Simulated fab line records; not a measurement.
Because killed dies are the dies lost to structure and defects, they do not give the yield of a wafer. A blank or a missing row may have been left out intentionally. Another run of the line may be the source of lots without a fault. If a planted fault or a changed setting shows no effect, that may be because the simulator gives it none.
Comparing a struck lot with a sound one :: flow ritCmos :: 15 steps out of a route of 202
Sound: these wafers, L443.1, L443.2, L443.5. Wafers L451.1, L451.2, L451.6 were the ones struck. The cause is named last.
At each step with rows: each side's tool, then ch and its chambers, then its first start. Under that, the readings that differ: sound wafers :: struck wafers :: difference of the means :: sigmas: that difference in standard deviations of wafers without a fault.
alike: a reading whose means differ by less than 2 such deviations, as well as words and numbers matching on both sides. not compared: withheld readings; readings where some wafer has no value; bounds like >300 that might hide an equal value; numbers whose values overlap and for which the record gives no deviation.
A row with sigmas, a row that says differs or no value, or rows on one side alone: a step with any of these is where the two part. Numbers that have no deviation but don't overlap get no sigmas and don't part them. A reading missing from all wafers of one side parts the sides only when that side holds two or more wafers.

first, 4 steps without rows for these wafers: RIT_PLDD_SOFTBAKE_02 (time 60 s); RIT_PLDD_EXPOSE_03 (exposes mask M8, target cd 40900 nm); RIT_PLDD_PEB_04; RIT_PLDD_DEVELOP_05 (develop time 50 s).
RIT_PLDD_OVL_MEAS_06:
  sound on overlay-02, day 3 20:19; struck on overlay-01, day 5 11:55
  alike: PLDD_OVL
then, 2 steps without rows for these wafers: RIT_PLDD_HARDBAKE_07 (time 60 s); RIT_PLDD_IMPLANT_08.
RIT_PLDD_STRIP_09: strips in O2, time 180 s.
  sound on plasmaAsher-01 ch 0,1, day 3 20:39; struck on plasmaAsher-01 ch 0,1, day 5 12:15
  alike: drypumpMotorCurrentA
  not compared: rfHoursCounterH
RIT_PLDD_TW_MEAS_10:
  sound on filmMetro-01, day 3 20:50; struck on filmMetro-02, day 5 12:26
reading: PLDD_TW
sound: 2302 2313 2312
struck: 2382 2375 2372
difference: +67
sigmas: +3
then, 3 steps without rows for these wafers: RIT_SPACER_CLEAN_00 (cleans in SC1, time 600 s); RIT_SPACER_CLEAN_01 (cleans in dHF, time 30 s); RIT_SPACER_CLEAN_02 (cleans in SC2, time 600 s).
RIT_SPACER_CVD_03: deposits Si3N4 from SiH2Cl2/NH3, target thk 250 nm, time 3300 s.
  sound on lpcvd-02 ch 1, day 3 21:19; struck on lpcvd-02 ch 0, day 5 12:53
reading: nh3FlowSccm (sccm)
sound: 150.4 149.3 149.4
struck: 224.7 225.2 225.2
difference: +75.3
sigmas: +99 or more

reading: zonePowerSourcePct (%)
sound: 21.2 21.7 21.7
struck: 17.4 17.1 17.4
difference: -4.2
sigmas: -2

reading: model.Si3N4_of_SPACER_CVD_03.thkNm (nm)
sound: 247.8 246.7 248.6
struck: 342.1 338.1 338.9
difference: +92.0
sigmas: 
  alike: spikeTcSourceC
RIT_SPACER_THK_MEAS_04:
  sound on filmMetro-02, day 3 23:13; struck on filmMetro-01, day 5 14:49
reading: SPACER_NITRIDE_THK (nm)
sound: 247.8 247.0 248.5
struck: 342.2 337.9 338.8
difference: +91.9
sigmas: +33
RIT_SPACER_ETCHBACK_05: etches Si3N4 in SF6/CHF3, stops on SiO2, target depth 250 nm, time 240 s.
  sound on rieDiel-04 ch 0,1,2, day 3 23:17; struck on rieDiel-02 ch 0,3, day 5 14:52
reading: oesProductAu (a.u.)
sound: 0.839 0.845 0.832
struck: 1.035 0.982 1.023
difference: +0.175
sigmas: +10

reading: model.Si3N4_of_SPACER_CVD_03.thkNm (nm)
sound: 194.7 192.7 195.7
struck: 267.7 266.6 265.4
difference: +72.2
sigmas: 

reading: model.etch.depthNm (nm)
sound: 247.8 246.7 248.6
struck: 314.7 305.7 313.5
difference: +63.6
sigmas: 
  alike: drypumpMotorCurrentA, throttleValvePct
  not compared: rfHoursCounterH

== WHERE THEY PART ==
First at RIT_PLDD_TW_MEAS_10; last, within this record, at RIT_SPACER_ETCHBACK_05.

WHY: the cause the simulator had injected
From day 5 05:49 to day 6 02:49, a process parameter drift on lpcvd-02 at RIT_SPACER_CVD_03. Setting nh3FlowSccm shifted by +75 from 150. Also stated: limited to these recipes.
